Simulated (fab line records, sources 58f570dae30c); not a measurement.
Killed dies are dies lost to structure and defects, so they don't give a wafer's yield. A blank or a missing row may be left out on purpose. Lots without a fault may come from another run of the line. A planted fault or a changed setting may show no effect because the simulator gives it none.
One fault seen from 2 desks | flow berkeley_cmos170 | each desk has only its own numbers; what lay behind them comes last

THE METROLOGY DESK
What the gauges read, lot by lot, whatever tool the lot ran on: means of the sampled wafers that have a number. A lot is out of limits, marked OUT, if its mean lies more than 4 standard deviations from the usual mean; the brackets give that distance.
Columns: A = GATE_POLY_THK at UCB170_GATE_THK_MEAS_05, usual 213.7 nm; B = cd_nm at UCB170_GATE_CD_MEAS_12, usual 349.2 nm; C = GATE_OVL at UCB170_GATE_OVL_MEAS_13, usual 0 nm
lot  | first seen here | A     | B     | C
L858 | day 6 11:10     | 210.5 | 347.9 | 4
L860 | day 7 07:44     | 217.3 | 347.6 | 5
L871 | day 9 00:16     | 215.5 | 348.5 | -5
L872 | day 9 06:19     | 212.8 | 347.8 | -2
L876 | day 10 04:07    | 214.1 | 349.8 | 3
L879 | day 11 03:44    | 209.8 | 349.0 | 9
This desk's finding: nothing out of limits on any of the 6 lots.

THE TOOL OWNER'S DESK: rie_si-01
The tool's own readings at UCB170_GATE_ETCH_15 (etches poly-Si in HBr/Cl2, stops on SiO2, time 56.3 s, target depth 278.2 nm): means of the sampled wafers that have a number, for each lot that ran on this tool. A lot is out of limits, marked OUT, if its mean lies more than 4 standard deviations from the usual mean; the brackets give that distance.
Columns: A = chamber_pressure_mTorr at UCB170_GATE_ETCH_15, usual 14.998 mTorr; B = drypump_motor_current_A at UCB170_GATE_ETCH_15, usual 5.3 A; C = oes_product_au at UCB170_GATE_ETCH_15, usual 0.830 a.u.; D = run_length_s at UCB170_GATE_ETCH_15, usual 84.7 s; E = throttle_valve_pct at UCB170_GATE_ETCH_15, usual 26.49 %
lot  | first seen here | A      | B   | C     | D    | E
L860 | day 7 09:04     | 15.007 | 5.4 | 0.835 | 84.3 | 26.69
L871 | day 9 01:23     | 15.015 | 5.5 | 0.815 | 86.2 | 26.41
L872 | day 9 07:47     | 15.008 | 5.4 | 0.815 | 85.6 | 26.69
This desk's finding: nothing out of limits on any of the 3 lots.

PUT TOGETHER
The metrology desk saw nothing out of limits.
The tool owner's desk saw nothing out of limits.

WHAT THE SIMULATOR HAD PUT IN
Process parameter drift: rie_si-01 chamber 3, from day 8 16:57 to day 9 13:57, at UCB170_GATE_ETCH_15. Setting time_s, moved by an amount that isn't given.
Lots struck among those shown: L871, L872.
